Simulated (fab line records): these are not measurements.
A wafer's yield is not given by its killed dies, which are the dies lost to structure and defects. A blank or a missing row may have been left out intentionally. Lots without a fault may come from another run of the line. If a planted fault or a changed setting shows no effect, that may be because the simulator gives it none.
Which tool was responsible? + flow ritCmos + 7 lots with 21 wafers sampled at 2 steps, on a route of 202 steps

== WHAT THE GAUGES READ, wafer by wafer ==
RIT_SPACER_THK_MEAS_04.
| lot  | measured    | on           | SPACER_NITRIDE_THK (nm) |
|------|-------------|--------------|-------------------------|
| L757 | day 3 09:30 | filmMetro-03 | 251.5 249.6 252.4       |
| L760 | day 4 02:01 | filmMetro-03 | 254.7 255.0 254.0       |
| L762 | day 4 15:10 | filmMetro-01 | 253.6 251.4 252.0       |
| L766 | day 5 11:05 | filmMetro-03 | 252.9 250.5 252.2       |
| L768 | day 5 21:38 | filmMetro-01 | 252.4 256.9 253.8       |
| L771 | day 6 08:20 | filmMetro-02 | 421.4 422.8 421.8       |
| L778 | day 7 21:24 | filmMetro-03 | 252.1 253.8 250.4       |

== EACH LOT AND THE TOOL THAT RAN IT (in order: tool; ch and the chambers of the sampled wafers; start) ==
| lot  | RIT_SPACER_CVD_03          |
|------|----------------------------|
| L757 | lpcvd-01 ch 1, day 3 07:35 |
| L760 | lpcvd-01 ch 1, day 4 00:06 |
| L762 | lpcvd-01 ch 0, day 4 13:15 |
| L766 | lpcvd-01 ch 1, day 5 08:11 |
| L768 | lpcvd-01 ch 1, day 5 19:43 |
| L771 | lpcvd-01 ch 0, day 6 06:25 |
| L778 | lpcvd-02 ch 1, day 7 19:29 |
- RIT_SPACER_CVD_03: deposits Si3N4 from SiH2Cl2/NH3, target thk 250 nm, time 3300 s.

== THE ANSWER, worked out from the rows above alone ==
Rule: what is usual is taken from the lots themselves. The widest of any qualifying gaps counts: lots, ordered by their means at a reading, are off when they make up no more than a third of the lots, leave a main group of 4 or more, and stand apart from it by 3 or more times the standard deviation of that group's means. If all means in a main group match to the digits the tables above print for the reading, that group is not used. Also off: a lot with no number at a reading for which 4 or more lots have one. Any other lot the step has rows for is counted as sound.
Off: L771, seen at RIT_SPACER_THK_MEAS_04 (SPACER_NITRIDE_THK). For the main group the mean is 252.7 nm and the standard deviation 1.3.
If a tool, at a process step before that reading, ran all the lots that are off and no sound lot after the first of them, it fits. Gauges at RIT_SPACER_THK_MEAS_04: tried the same way as those tools. Undecided on this evidence; 2 tools fit (lpcvd-01 at RIT_SPACER_CVD_03, filmMetro-02 at RIT_SPACER_THK_MEAS_04).

== WHAT THE SIMULATOR PUT IN ==
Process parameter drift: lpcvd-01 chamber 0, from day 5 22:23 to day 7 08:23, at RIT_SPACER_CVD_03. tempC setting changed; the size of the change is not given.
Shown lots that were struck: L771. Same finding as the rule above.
